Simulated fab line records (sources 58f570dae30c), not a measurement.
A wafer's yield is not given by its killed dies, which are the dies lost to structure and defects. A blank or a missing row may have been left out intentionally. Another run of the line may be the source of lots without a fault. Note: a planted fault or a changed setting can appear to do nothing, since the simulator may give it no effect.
Struck lot and sound lot, side by side :: flow berkeley-cmos170 :: 22 out of 331 route steps
Sound: the wafers L178.2, L178.5, L178.6. The struck wafers were L184.1, L184.4, L184.6. Last of all comes the cause.
Per side, at each step with rows, come the tool, then ch with its chambers, and then its first start. Under that, the readings that differ: sound wafers :: struck wafers :: difference of the means :: sigmas: that difference in standard deviations of wafers without a fault.
alike: a reading whose means differ by less than 2 such deviations, as well as words and numbers matching on both sides. not compared: withheld readings; readings where some wafer has no value; bounds like >300 that might hide an equal value; numbers whose values overlap and for which the record gives no deviation.
The two part at a step that has a row with sigmas, a row that says differs or no value, or rows on one side only. Non-overlapping numbers with no deviation appear without sigmas and do not part them. A reading that every wafer of one side lacks parts them only if that side has two wafers or more.

first, 6 steps without rows for these wafers: UCB170_ZERO_HMDS_00 (prime time 60 s); UCB170_ZERO_COAT_01 (resist thk 900 nm); UCB170_ZERO_SOFTBAKE_02 (time 60 s); UCB170_ZERO_EXPOSE_03 (exposes mask PM MARKS, target cd 4000 nm); UCB170_ZERO_PEB_04; UCB170_ZERO_DEVELOP_05 (develop time 45 s).
UCB170_ZERO_ETCH_06: etches SiO2 in CHF3/CF4/Ar, time 12 s.
  sound on rie-diel-03 ch 0,1,2, day 2 22:20; struck on rie-diel-01 ch 2,3, day 4 02:01
  alike: drypump-motor-current-A, mfc-ar-sccm, oes-product-au, throttle-valve-pct
  not compared: rf-hours-counter-h
UCB170_ZERO_STRIP_07: strips in O2.
  sound on plasma-asher-01 ch 0,1, day 2 22:21; struck on plasma-asher-04 ch 0,1, day 4 02:03
reading: drypump-motor-current-A (A)
sound: 6.6 5.3 6.6
struck: 4.9 4.9 5.4
difference: -1.1
sigmas: -2
  alike: oes-product-au, strip-time-to-endpoint-s
  not compared: rf-hours-counter-h
then, 2 steps without rows for these wafers: UCB170_NWELL_WET_ETCH_00 (etches SiO2 in dHF, time 200 s); UCB170_NWELL_OXIDATION_01 (target thk 26.4 nm, ox time 1260 s).
UCB170_NWELL_THK_MEAS_02:
  sound: film-metro-04 at day 3 04:15; struck: film-metro-04 at day 4 06:07
  alike: NWELL_OXIDE_THK
then, 1 step without rows for these wafers: UCB170_NWELL_ANNEAL_03 (time 900 s).
UCB170_NWELL_CVD_04: deposits Si3N4 from SiH2Cl2/NH3, target thk 224 nm, time 3360 s.
  sound on lpcvd-01 ch 0, day 3 08:34; struck on lpcvd-01 ch 0, day 4 10:07
reading: nh3-flow-sccm (sccm)
sound: 75.50 75.71 75.19
struck: 89.88 90.07 90.04
difference: +14.53
sigmas: +58

reading: model.Si3N4_of_NWELL_CVD_04.thk-nm (nm)
sound: 226.4 225.6 226
struck: 257.7 256.9 256.2
difference: +30.9
sigmas: 
UCB170_NWELL_THK_MEAS_05:
  sound: film-metro-02 at day 3 10:30; struck: film-metro-03 at day 4 12:23
reading: NWELL_NITRIDE_THK (nm)
sound: 226.4 225.6 226.0
struck: 257.8 257.0 256.2
difference: +31.0
sigmas: +16
  not compared: hold
then, 5 steps without rows for these wafers: UCB170_NWELL_COAT_07 (resist thk 900 nm); UCB170_NWELL_SOFTBAKE_08 (time 60 s); UCB170_NWELL_EXPOSE_09 (exposes mask NWELL, target cd 3000 nm); UCB170_NWELL_PEB_10; UCB170_NWELL_DEVELOP_11 (develop time 45 s).
UCB170_NWELL_OVL_MEAS_12:
  sound: overlay-01 at day 3 11:25; struck: overlay-01 at day 4 17:08
  alike: NWELL_OVL
UCB170_NWELL_ETCH_13: etches Si3N4 in CH3F/Ar/O2, stops on SiO2, target depth 246.4 nm, time 154 s.
  sound on rie-diel-04 ch 0,2,3, day 3 11:27; struck on rie-diel-02 ch 0,1,3, day 4 17:10
reading: oes-product-au (a.u.)
sound: 0.941 0.947 0.951
struck: 1.005 0.954 0.975
difference: +0.032
sigmas: +2

reading: model.etch.depth-nm (nm)
sound: 226.4 225.6 226
struck: 243.2 241.3 247.8
difference: +18.1
sigmas: 
  alike: CH3F_flow_sccm, O2_flow_sccm, drypump-motor-current-A, mfc-ar-sccm, throttle-valve-pct
  not compared: rf-hours-counter-h
after that, 1 step had no rows for these wafers: UCB170_NWELL_IMPLANT_14.

WHERE THEY PART
Earliest at UCB170_ZERO_STRIP_07; latest, in this record, at UCB170_NWELL_ETCH_13.

WHY: whatever the simulator had introduced
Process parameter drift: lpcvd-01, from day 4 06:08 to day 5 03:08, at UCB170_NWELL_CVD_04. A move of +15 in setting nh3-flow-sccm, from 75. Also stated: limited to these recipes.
